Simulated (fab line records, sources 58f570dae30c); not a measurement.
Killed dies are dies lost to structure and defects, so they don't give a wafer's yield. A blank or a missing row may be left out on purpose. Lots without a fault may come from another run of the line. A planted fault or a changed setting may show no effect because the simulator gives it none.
fab line records | flow berkeley_cmos170
record lots=7 wafers=21 last_day=10
route steps=331 shown START@1
lots that met no fault: from a run of the same line without faults
start_h: hours from the record's first day to the start of the lot's first wafer shown | wait_h: hours since the lot's step before | " the same as in the row above | L1.1+2: a row that stands for several wafers | - no value, or no start given | * or withheld: withheld | < > ~ a bound
route shown NAME@n: a module of which the file shows steps, and the number in the route of the first | usual: mean/standard deviation of fault-free wafers | same: alike in all rows | chamber/n: place in a boat | sites: the reading at each site | _std_site: their standard deviation | _edge_site: outer sites' mean less inner sites' | radius_mm: how far each site lies from the wafer's centre | mask NAME#n: copy n | behind: the tool/chamber that last shaped the wafer | hold: why the lot was held/for how many hours/how that ended | device: the transistor (n, p or np) that didn't switch | end of line: the same wafers' tests at the end of the route | a step without rows: its recipe alone | killed: dies lost to structure and defects at the first sort, not the wafer's yield | map: a wafer's dies, x killed, . not, _ none there
set.NAME: the setting as run; set.NAME@STEP: as run at that earlier step | model.NAME: the simulator's own value behind a step, which no gauge read
lots at some steps of the route; a table a step, a row a wafer
## steps
# step UCB170_START_BOW_MEAS_00
# recipe mode=bow
# usual INCOMING_BOW=0/6.6
# columns lot.wafer tool chamber start_h wait_h INCOMING_BOW[um]
L229.1 film_metro-03 - 25.00 - -3
L229.2 " - " " 2
L229.3 " - " " -6
L230.2 film_metro-03 - 30.02 - 10
L230.4 " - " " 0
L230.6 " - " " 3
L231.2 film_metro-02 - 35.02 - 7
L231.4 " - " " 11
L231.6 " - " " 4
L232.1 film_metro-03 - 40.00 - 1
L232.3 " - " " -1
L232.4 " - " " 1
L238.1 film_metro-03 - 70.00 - -15
L238.3 " - " " -8
L238.5 " - " " -12
L241.2 film_metro-04 - 85.02 - -3
L241.3 " - " " -1
L241.4 " - " " 23
L242.1 film_metro-04 - 90.00 - -8
L242.3 " - " " 1
L242.6 " - " " -2
# step UCB170_START_CLEAN_01
# recipe chemistry=dHF dilution=25:1 time_s=60
# step UCB170_START_OXIDATION_02
# recipe temp_c=950 ambient=O2 target_thk_a=200 ox_time_s=1800
# step UCB170_START_THK_MEAS_03
# recipe reads=SiO2_of_START_OXIDATION_02
# usual START_OXIDE_THK=20.1/0.38
# columns lot.wafer tool chamber start_h wait_h START_OXIDE_THK[nm]
L229.1 film_metro-02 - 26.99 0.0 20.0
L229.2 " - " " 19.6
L229.3 " - " " 20.0
L230.2 film_metro-02 - 33.57 0.0 20.8
L230.4 " - " " 21.0
L230.6 " - " " 20.8
L231.2 film_metro-04 - 38.80 0.0 20.6
L231.4 " - " " 20.4
L231.6 " - " " 20.3
L232.1 film_metro-04 - 43.37 0.0 19.6
L232.3 " - " " 19.4
L232.4 " - " " 19.9
L238.1 film_metro-03 - 74.67 0.0 20.2
L238.3 " - " " 20.1
L238.5 " - " " 20.0
L241.2 film_metro-03 - 87.53 0.0 20.2
L241.3 " - " " 20.0
L241.4 " - " " 20.3
L242.1 film_metro-02 - 94.37 0.0 20.7
L242.3 " - " " 20.5
L242.6 " - " " 20.8
# step UCB170_START_ANNEAL_04
# recipe temp_c=950 time_s=1200 ambient=N2
# usual spike_tc_centre_C=951.4/1.1 spike_tc_load_C=979/5.6
# columns lot.wafer tool chamber start_h wait_h spike_tc_centre_C spike_tc_load_C
L229.1 furnace-04 0 29.49 2.5 948.5 984
L229.2 " 0 " " 951.1 982
L229.3 " 0 " " 949.9 983
L230.2 furnace-01 - 34.81 1.2 - -
L230.4 " - " " - -
L230.6 " - " " - -
L231.2 furnace-04 - 40.54 1.7 - -
L231.4 " - " " - -
L231.6 " - " " - -
L232.1 furnace-03 - 44.63 1.2 - -
L232.3 " - " " - -
L232.4 " - " " - -
L238.1 furnace-04 0 76.35 1.7 950.7 985
L238.3 " 0 " " 951.4 984
L238.5 " 0 " " 949.4 984
L241.2 furnace-01 0 88.85 1.3 950.5 971
L241.3 " 0 " " 951.4 972
L241.4 " 0 " " 952.6 973
L242.1 furnace-04 0 95.43 1.1 952.4 984
L242.3 " 0 " " 951.3 984
L242.6 " 0 " " 951.7 985
## key
first_sign step=UCB170_START_ANNEAL_04 reading=tool_record direction=missing
effect none on later readings
met_at UCB170_START_ANNEAL_04
struck_wafers L230.2,L230.4,L230.6,L231.2,L231.4,L231.6,L232.1,L232.3,L232.4
later_rows_left_out L230.2,L230.4,L230.6,L231.2,L231.4,L231.6,L232.1,L232.3,L232.4
sort_left_out L230.2,L230.4,L230.6,L231.2,L231.4,L231.6,L232.1,L232.3,L232.4
tester_left_out L230,L231,L232
onset_between 29.49 34.81
fault kind=skipped_step_whole tool=furnace-01,furnace-03,furnace-04 chamber=- onset_h=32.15 steps=UCB170_START_ANNEAL_04 scope=struck_lots_only
# tester_left_out: of these lots the tester's yield and bins aren't shown, on N5 and GAA mostly nor the transistor test; their killed dies are dies lost to structure and defects alone, not to doping, threshold or leakage, so they don't give the yield
# sort_left_out: the simulated sort isn't trusted on such a fault, so these wafers' sort isn't shown, and their yield isn't known
# later_rows_left_out: the simulator's readings of these wafers behind a module that went badly wrong aren't trusted and aren't shown, but for the sort
